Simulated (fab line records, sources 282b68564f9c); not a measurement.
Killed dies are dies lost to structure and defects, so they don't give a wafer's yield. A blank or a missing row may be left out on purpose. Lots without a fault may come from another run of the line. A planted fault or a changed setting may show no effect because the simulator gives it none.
Which tool did it? | flow rit_cmos | 14 lots, 42 wafers sampled, at 5 steps of a route of 202

WHAT THE GAUGES READ, wafer by wafer
RIT_FOX1_THK_MEAS_01. Usual: FOX1_OXIDE_THK 352 nm, standard deviation 6.3.
lot  | measured    | on            | FOX1_OXIDE_THK (nm) | flag
L588 | day 1 17:55 | film_metro-04 | 341 345 346         |
L590 | day 2 05:11 | film_metro-04 | 349 346 358         |
L591 | day 2 10:30 | film_metro-01 | 349 345 351         |
L592 | day 2 18:40 | film_metro-03 | 345 343 345         |
L595 | day 3 08:31 | film_metro-03 | 352 354 354         |
L596 | day 3 12:08 | film_metro-03 | 354 364 356         |
L597 | day 3 17:19 | film_metro-03 | 352 361 355         |
L602 | day 4 16:19 | film_metro-01 | 353 350 351         |
L604 | day 5 03:43 | film_metro-01 | 351 350 351         |
L605 | day 5 06:35 | film_metro-03 | 349 355 350         |
L606 | day 5 13:15 | film_metro-01 | 356 357 350         |
L607 | day 5 17:43 | film_metro-04 | 335 341 345         |
L609 | day 6 04:02 | film_metro-03 | 354 352 351         |
L610 | day 6 08:40 | film_metro-04 | 348 346 350         |

RIT_FOX2_THK_MEAS_01. Usual: FOX2_OXIDE_THK 354 nm, standard deviation 7.4.
lot  | measured    | on            | FOX2_OXIDE_THK (nm) | flag
L588 | day 1 19:25 | film_metro-02 | 350 345 350         |
L590 | day 2 07:00 | film_metro-03 | 356 349 360         |
L591 | day 2 13:34 | film_metro-04 | 349 352 350         |
L592 | day 2 22:59 | film_metro-04 | 355 362 357         |
L595 | day 3 10:49 | film_metro-04 | 346 346 351         |
L596 | day 3 14:55 | film_metro-03 | 366 361 359         |
L597 | day 3 18:49 | film_metro-02 | 356 355 358         |
L602 | day 4 17:56 | film_metro-04 | 355 358 350         |
L604 | day 5 05:17 | film_metro-03 | 340 343 341         |
L605 | day 5 08:05 | film_metro-03 | 350 346 351         |
L606 | day 5 16:25 | film_metro-02 | 345 345 341         |
L607 | day 5 20:43 | film_metro-04 | 361 355 352         |
L609 | day 6 07:20 | film_metro-02 | 360 358 357         |
L610 | day 6 10:25 | film_metro-04 | 360 359 356         |

RIT_FOX2_THK_MEAS_91. Usual: FIELD_OXIDE_LEFT_2_THK 258 nm, standard deviation 7.2.
lot  | measured    | on            | FIELD_OXIDE_LEFT_2_THK (nm) | flag
L588 | day 2 08:42 | film_metro-03 | 255 250 255                 |
L590 | day 3 00:26 | film_metro-03 | 261 254 265                 |
L591 | day 3 05:52 | film_metro-02 | 253 256 254                 |
L592 | day 3 12:40 | film_metro-03 | 259 267 261                 |
L595 | day 4 01:43 | film_metro-02 | 251 251 257                 |
L596 | day 4 04:57 | film_metro-03 | 271 266 264                 |
L597 | day 4 09:57 | film_metro-03 | 261 260 262                 |
L602 | day 5 08:16 | film_metro-03 | 260 262 255                 |
L604 | day 5 20:28 | film_metro-03 | 246 249 247                 |
L605 | day 5 22:10 | film_metro-02 | 254 250 255                 |
L606 | day 6 06:41 | film_metro-02 | 249 249 244                 |
L607 | day 6 11:09 | film_metro-04 | 266 260 258                 |
L609 | day 6 20:41 | film_metro-04 | 265 262 263                 |
L610 | day 6 23:46 | film_metro-04 | 264 264 261                 |

RIT_GATE_THK_MEAS_07. Usual: GATE_OXIDE_THK 3.04 nm, standard deviation 0.063.
lot  | measured    | on            | GATE_OXIDE_THK (nm) | flag
L588 | day 2 17:22 | film_metro-03 | 2.99 3.00 3.04      |
L590 | day 3 04:38 | film_metro-04 | 3.09 3.13 3.05      |
L591 | day 3 08:55 | film_metro-03 | 2.99 3.00 2.96      |
L592 | day 3 16:51 | film_metro-04 | 3.09 3.13 3.06      |
L595 | day 4 06:19 | film_metro-03 | 3.10 3.17 3.11      |
L596 | day 4 08:57 | film_metro-03 | 3.62 3.65 3.63      | OFF
L597 | day 4 15:01 | film_metro-03 | 3.59 3.59 3.65      | OFF
L602 | day 5 11:19 | film_metro-03 | 3.09 3.11 3.07      |
L604 | day 5 22:29 | film_metro-03 | 3.09 3.08 3.07      |
L605 | day 5 23:49 | film_metro-03 | 3.07 3.00 3.02      |
L606 | day 6 09:58 | film_metro-02 | 3.04 3.02 3.04      |
L607 | day 6 12:32 | film_metro-04 | 3.03 2.95 2.96      |
L609 | day 7 01:51 | film_metro-04 | 2.96 3.00 3.02      |
L610 | day 7 02:07 | film_metro-03 | 3.01 3.01 2.99      |

WHICH TOOL RAN EACH LOT (tool, then ch and the chambers of the sampled wafers, then the start)
lot  | RIT_GATE_OXIDATION_05
L588 | furnace-01 ch 0, day 2 11:10
L590 | furnace-04 ch 0, day 3 02:29
L591 | furnace-01 ch 0, day 3 06:29
L592 | furnace-03 ch 0, day 3 14:54
L595 | furnace-01 ch 0, day 4 03:03
L596 | furnace-01 ch 0, day 4 06:19
L597 | furnace-01 ch 0, day 4 12:11
L602 | furnace-04 ch 0, day 5 08:19
L604 | furnace-04 ch 0, day 5 20:58
L605 | furnace-03 ch 0, day 5 22:28
L606 | furnace-03 ch 0, day 6 08:38
L607 | furnace-04 ch 0, day 6 11:13
L609 | furnace-04 ch 0, day 6 23:16
L610 | furnace-03 ch 0, day 7 00:31
- RIT_GATE_OXIDATION_05: target thk 3 nm, ox time 270 s.

WHAT THE TOOLS THEMSELVES READ (means of the sampled wafers that have a number; where no wafer has one, the mark that the record gives instead)
RIT_GATE_OXIDATION_05. Usual: spike_tc_centre_C 902.5 C, standard deviation 1.3; spike_tc_load_C 924.8 C, standard deviation 1.6; spike_tc_source_C 925.0 C, standard deviation 2.7; tube_center_temp_C 900.01 C, standard deviation 0.077; tube_center_temp_C_max 902.3, standard deviation 0.35.
lot  | tool       | spike_tc_centre_C (C) | spike_tc_load_C (C) | spike_tc_source_C (C) | tube_center_temp_C (C) | tube_center_temp_C_max | flag
L588 | furnace-01 | 901.5                 | 924.3               | 925.9                 | 899.97                 | 902.1                  |
L590 | furnace-04 | 902.4                 | 926.8               | 921.4                 | 900.08                 | 902.2                  |
L591 | furnace-01 | 901.5                 | 923.4               | 926.0                 | 900.05                 | 902.4                  |
L592 | furnace-03 | 902.4                 | 923.3               | 926.8                 | 900.00                 | 902.2                  |
L595 | furnace-01 | 901.3                 | 923.0               | 926.6                 | 900.08                 | 902.4                  |
L596 | furnace-01 | 916.3                 | 939.1               | 941.7                 | 915.05                 | 917.4                  | OFF
L597 | furnace-01 | 915.8                 | 939.4               | 941.6                 | 914.98                 | 917.1                  | OFF
L602 | furnace-04 | 902.7                 | 926.0               | 922.7                 | 900.06                 | 902.2                  |
L604 | furnace-04 | 904.2                 | 926.4               | 921.1                 | 900.01                 | 902.4                  |
L605 | furnace-03 | 901.1                 | 924.7               | 926.8                 | 900.03                 | 902.3                  |
L606 | furnace-03 | 903.0                 | 924.8               | 927.2                 | 900.01                 | 902.0                  |
L607 | furnace-04 | 904.2                 | 926.5               | 921.7                 | 900.05                 | 902.3                  |
L609 | furnace-04 | 902.5                 | 925.6               | 920.6                 | 900.01                 | 902.0                  |
L610 | furnace-03 | 902.4                 | 924.1               | 926.6                 | 899.96                 | 902.3                  |

THE ANSWER, worked out from the rows above alone
Rule: a lot is off if the mean of its wafers that have a number lies more than 3 standard deviations from the usual mean. A lot without any number at a reading at which 4 lots or more have one is off too. The other lots that the step has rows for count as sound. The gauges are gone through in route order, then the tools' own readings, and for those a lot's mean is taken as printed above. The first step at which some lot is off is used, and at that step the reading that is off furthest; a lot without a number counts as furthest.
Off: L596, L597, at RIT_GATE_THK_MEAS_07 (GATE_OXIDE_THK).
A tool fits if, at a process step before that reading, it ran every lot that is off, and no sound lot after the first of them. The gauges at RIT_GATE_THK_MEAS_07 aren't tried: what is off there is off at RIT_GATE_OXIDATION_05 too, on other tools, and a gauge's error can't cause that. One fits: furnace-01 at RIT_GATE_OXIDATION_05. Its last sound lot is L595 (day 4 03:03), its first lot that is off L596 (day 4 06:19): a fault that began between those two fits.
The tool's own readings at RIT_GATE_OXIDATION_05 bear it out: on the lots that are off they differ by more than 5 times the standard deviation of the sound lots' means. spike_tc_centre_C reads 916.0 C there against 902.4 C on the sound lots; spike_tc_load_C reads 939.2 C there against 924.9 C on the sound lots; spike_tc_source_C reads 941.7 C there against 924.5 C on the sound lots; tube_center_temp_C reads 915.01 C there against 900.03 C on the sound lots; tube_center_temp_C_max reads 917.2 there against 902.2 on the sound lots.

WHAT THE SIMULATOR HAD PUT IN
Process parameter drift: furnace-01, from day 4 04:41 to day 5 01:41, at RIT_GATE_OXIDATION_05. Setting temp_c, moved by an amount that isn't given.
Lots struck among those shown: L596, L597. The rule above found the same.
